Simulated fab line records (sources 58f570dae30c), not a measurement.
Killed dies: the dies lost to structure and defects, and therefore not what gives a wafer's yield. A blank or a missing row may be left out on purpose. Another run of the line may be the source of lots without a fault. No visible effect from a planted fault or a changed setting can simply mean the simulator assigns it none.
Which of the tools did it? :: flow berkeleyCmos170 :: 7 lots with 21 wafers sampled at 2 steps, on a route of 331 steps

== WHAT THE GAUGES SHOWED, per wafer ==
UCB170_NSD_CD_MEAS_06: target cd 1200 nm.
lot: L422
measured: day 6 16:01
on: cdSem-01
cdNm (nm): 1201.6 1202.5 1202.0

lot: L428
measured: day 7 16:36
on: cdSem-02
cdNm (nm): 1199.6 1203.0 1200.5

lot: L434
measured: day 9 00:34
on: cdSem-01
cdNm (nm): 1200.1 1199.0 1201.4

lot: L436
measured: day 10 06:13
on: cdSem-01
cdNm (nm): 1201.1 1201.8 1201.6

lot: L440
measured: day 10 16:07
on: cdSem-02
cdNm (nm): 1199.2 1199.8 1200.9

lot: L442
measured: day 11 09:10
on: cdSem-02
cdNm (nm): 1202.8 1202.3 1201.1

== WHICH TOOL RAN EACH LOT (tool, then ch and the chambers of the sampled wafers, then the start) ==
lot: L422
UCB170_ACTIVE_OXIDATION_02: furnace-01 ch 0, day 3 23:12

lot: L428
UCB170_ACTIVE_OXIDATION_02: furnace-03 ch 0, day 5 04:57

lot: L432
UCB170_ACTIVE_OXIDATION_02: furnace-03, day 6 05:41

lot: L434
UCB170_ACTIVE_OXIDATION_02: furnace-04 ch 0, day 6 09:50

lot: L436
UCB170_ACTIVE_OXIDATION_02: furnace-04 ch 0, day 6 23:46

lot: L440
UCB170_ACTIVE_OXIDATION_02: furnace-01 ch 0, day 7 17:56

lot: L442
UCB170_ACTIVE_OXIDATION_02: furnace-03 ch 0, day 8 04:49
- UCB170_ACTIVE_OXIDATION_02: target thk 26.4 nm, ox time 1260 s.

== THE ANSWER, worked out from the rows above alone ==
Rule: the usual values come from the lots themselves. The widest of any qualifying gaps counts: lots, ordered by their means at a reading, are off when they make up no more than a third of the lots, leave a main group of 4 or more, and stand apart from it by 3 or more times the standard deviation of that group's means. A main group is skipped when, at the precision printed for the reading in the tables above, its means are all equal. A lot without any number at a reading at which 4 lots or more have one is off too. The other lots that the step has rows for count as sound.
No lot is off on any of the readings shown, so nothing can be concluded from this.

== WHAT HAD BEEN PUT IN BY THE SIMULATOR ==
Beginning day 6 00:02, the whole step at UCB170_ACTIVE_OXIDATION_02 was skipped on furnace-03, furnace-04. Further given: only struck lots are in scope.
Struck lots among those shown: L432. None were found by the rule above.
